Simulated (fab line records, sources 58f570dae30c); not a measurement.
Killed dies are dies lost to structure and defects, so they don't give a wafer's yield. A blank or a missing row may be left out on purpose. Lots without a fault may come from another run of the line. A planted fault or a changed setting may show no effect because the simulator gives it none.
Split-lot experiment | flow berkeley_cmos170 | 5 lots, 23 wafers read, on a route of 331 steps

THE SPLIT
At UCB170_M2_SPUTTER_01 (material Al, target thk 900 nm, time 120 s), the setting power_w was moved away from the recipe's 6000 W on 10 of the 23 wafers read, by -4.2% to +7.9%. The other wafers ran this setting at the recipe's value.

FROM THE SPLIT TO THE READING: what the file shows between them, 6 steps
- UCB170_M2_RS_MEAS_02: measures by four-point-probe
- UCB170_M2_THK_MEAS_03: measures by xrf
- UCB170_M2_PEB_13 (also split here: peb_temp_c)
- UCB170_M2_DEVELOP_14: develop time 45 s
- UCB170_M2_CD_MEAS_15: target cd 700 nm
- UCB170_M2_ETCH_17: etches BARC in N2/H2

THE READING
oes_product_au, in a.u., at UCB170_M2_METAL_ETCH_18 (etches Al in Cl2/BCl3, stops on SiO2, target depth 1170 nm, time 195 s). Fault-free wafers of this fab line usually give 0.844 a.u., standard deviation 0.015 a.u..

wafer  | tool, chamber at the split | power_w as run, W | against the recipe | oes_product_au, a.u. | against lot-mates on the recipe
L074.1 | pvd_sputter-01, -          | 6000              | recipe             | 0.827                | -
L074.2 | pvd_sputter-01, -          | 5745              | -4.2%              | 0.819                | -0.007
L074.3 | pvd_sputter-01, -          | 6000              | recipe             | 0.824                | -
L074.4 | pvd_sputter-01, -          | 6000              | recipe             | 0.828                | -
L074.6 | pvd_sputter-01, -          | 5745              | -4.2%              | 0.801                | -0.025
L078.1 | pvd_sputter-02, -          | 6211              | +3.5%              | 0.867                | +0.012
L078.2 | pvd_sputter-02, -          | 6211              | +3.5%              | 0.865                | +0.010
L078.3 | pvd_sputter-02, -          | 6000              | recipe             | 0.851                | -
L078.4 | pvd_sputter-02, -          | 6000              | recipe             | 0.858                | -
L078.6 | pvd_sputter-02, -          | 6211              | +3.5%              | 0.866                | +0.011
L079.2 | pvd_sputter-01, -          | 6000              | recipe             | 0.824                | -
L079.3 | pvd_sputter-01, -          | 6290              | +4.8%              | 0.847                | +0.021
L079.4 | pvd_sputter-01, -          | 6290              | +4.8%              | 0.854                | +0.028
L079.5 | pvd_sputter-01, -          | 6000              | recipe             | 0.831                | -
L079.6 | pvd_sputter-01, -          | 6000              | recipe             | 0.824                | -
L084.2 | pvd_sputter-02, -          | 6000              | recipe             | 0.875                | -
L084.4 | pvd_sputter-02, -          | 6000              | recipe             | 0.866                | -
L084.5 | pvd_sputter-02, -          | 6000              | recipe             | 0.883                | -
L083.1 | pvd_sputter-01, -          | 6474              | +7.9%              | 0.879                | +0.026
L083.3 | pvd_sputter-01, -          | 6000              | recipe             | 0.855                | -
L083.4 | pvd_sputter-01, -          | 6474              | +7.9%              | 0.899                | +0.046
L083.5 | pvd_sputter-01, -          | 6474              | +7.9%              | 0.889                | +0.036
L083.6 | pvd_sputter-01, -          | 6000              | recipe             | 0.851                | -

THE FIT
A straight line over all 23 wafers: oes_product_au changes by +0.00549 a.u. for each +1% of power_w; r = +0.73; the points scatter about the line by 0.018 a.u..
The same after taking each lot's own level away (the mean of its wafers on the recipe; 23 wafers): +0.00437 a.u. for each +1%; r = +0.94; scatter 0.0057 a.u..
On that fit, the largest move of power_w shifts the reading by 0.035 a.u..
The lots' own levels span 0.8263 to 0.8747 a.u., that is 3.2 times the standard deviation above.
So the lot-to-lot level blurs the effect unless lot-mates are compared.
Check: with one of the wafers moved furthest among these (+7.9%) left out of the fit, the line predicts +0.0369 a.u. for it against its lot-mates. It came out at +0.026 a.u. against them.

OTHER SPLITS ON THESE WAFERS
These wafers also went through other splits before the reading. Each is held against what the fit with the lots' levels taken away leaves over:
other split on the same wafers | wafers away from the commonest value | r with oes_product_au (lot level and that fit taken away)
UCB170_M1_COAT_04 spin_rpm     | 8                                    | +0.02
UCB170_M1_EXPOSE_06 dose_mj    | 6                                    | +0.16
UCB170_M2_PEB_13 peb_temp_c    | 4                                    | -0.09

THE WHOLE CHAIN: every reading that the file lists as answering this split, in the file's order
step                    | what it does                                                           | reading                                                                     | change (the file's fit)                   | r (the file's)
UCB170_M2_SPUTTER_01    | material Al, target thk 900 nm, time 120 s                             | Al_of_M2_SPUTTER_01.thk_nm (the simulator's own value, which no gauge read) | +9.28 nm for each +1% of the setting      | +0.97
UCB170_M2_RS_MEAS_02    | measures by four-point-probe                                           | M2_AL_RS                                                                    | -0.000327 for each +1% of the setting     | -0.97
UCB170_M2_THK_MEAS_03   | measures by xrf                                                        | M2_AL_THK                                                                   | +9.5 for each +1% of the setting          | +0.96
UCB170_M2_METAL_ETCH_18 | etches Al in Cl2/BCl3, stops on SiO2, target depth 1170 nm, time 195 s | oes_product_au                                                              | +0.00441 a.u. for each +1% of the setting | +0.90
UCB170_M2_METAL_ETCH_18 | etches Al in Cl2/BCl3, stops on SiO2, target depth 1170 nm, time 195 s | etch.depth_nm (the simulator's own value, which no gauge read)              | +9.16 nm for each +1% of the setting      | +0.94
UCB170_M2_METAL_ETCH_18 | etches Al in Cl2/BCl3, stops on SiO2, target depth 1170 nm, time 195 s | M2.feature_depth_nm (the simulator's own value, which no gauge read)        | +9.13 nm for each +1% of the setting      | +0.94

THE FILE'S OWN FIT
oes_product_au changes by +0.00441 a.u. for each +1% of power_w, r = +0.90.
